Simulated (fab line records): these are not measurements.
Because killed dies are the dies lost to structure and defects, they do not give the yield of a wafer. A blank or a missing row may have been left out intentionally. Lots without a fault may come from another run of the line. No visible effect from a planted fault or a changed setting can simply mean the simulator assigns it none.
Code-filled problem report in 8D (eight disciplines) form ; flow berkeleyCmos170 ; the parts of the form that need people (team, actions taken, sign-off) are left out

1. THE PROBLEM
Wafers with no fault read 494.5 W with a standard deviation of 2, whereas rfFwdPowerW at UCB170_M2_ETCH_17 reads a mean of 295.1 W on 1 wafer of 1 lot. That is -99 or more standard deviations from the usual mean.
The step: etches BARC in N2/H2.
The first sign was on wafer L823.5 at day 10 11:30, on rieDiel-03. The record holds 39 wafers of 13 lots with a number at this step. The rule behind "out" and "out of limits": a value lying over 4 standard deviations away from the usual mean. The rest of the wafers with a number are treated as sound.

2. WHAT THIS IS AND IS NOT
question;is;is not
which readings at this step;rfFwdPowerW, oesProductAu;drypumpMotorCurrentA, h2FlowSccm
which lots;L823;L809, L811, L812, L814, L816, L817, L818, L819, L821, L825, L830, L831
which wafers of those lots;L823.5;L823.2, L823.6
read on which tools;rieDiel-03;rieDiel-02, rieDiel-04
when;from day 10 11:30;"up to then (29 sound wafers); but 9 sound wafers of L825, L830, L831 came after"

3. SUSPECTS, AND WHAT RULES EACH OUT
Counting: if a tool at a process step up to the reading ran every lot that is out, it stays a suspect. Sound lots after the first of them don't rule it out here, since some wafers of a struck lot are sound.
- rieDiel-03 at UCB170_M2_ETCH_17 (etches BARC in N2/H2): kept. It ran the lot that is out, L823 (day 10 11:30); its last sound lot up to then is L818 (day 10 00:50). Its own oesProductAu, rfFwdPowerW readings are out on those wafers.
- Within rieDiel-03 at UCB170_M2_ETCH_17: the wafers that are out ran in chamber 3; their sound lot-mates ran in chambers 1, 2.
Remaining after the count: rieDiel-03 at UCB170_M2_ETCH_17.

4. THE CAUSE (what the simulator had put in)
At UCB170_M2_ETCH_17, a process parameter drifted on rieDiel-03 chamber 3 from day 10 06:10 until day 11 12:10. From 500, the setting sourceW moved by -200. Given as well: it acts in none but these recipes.
Counting left only this tool.

5. SEQUENCE OF EFFECTS, ordered by route
Each row: a reading whose mean over the struck wafers that have a number lies more than 3 standard deviations from the usual. Only readings whose record carries a usual standard deviation are examined. hours: median over the lots of the time between each lot's start at the first step of this table that gives one and its start at this step. sigmas: the change, counted in usual standard deviations.
hours;step;reading;usual;on struck wafers;change;sigmas
0;UCB170_M2_ETCH_17;oesProductAu;0.996 a.u.;0.780;-0.216;-11
0;UCB170_M2_ETCH_17;rfFwdPowerW;494.5 W;295.1;-199.4;-99 or more
It contains these process steps:
- UCB170_M2_ETCH_17: etches BARC in N2/H2.
Later measuring or inspecting steps at which every struck wafer that the step has a row for has a number for every such reading, and none has moved that far: UCB170_V2_OVL_MEAS_13, UCB170_V2_CD_MEAS_90.

6. HOW IT WOULD HAVE BEEN CAUGHT EARLIER
The fault began at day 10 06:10; the first out-of-limits reading in this record came at day 10 11:30, 5 hours later.
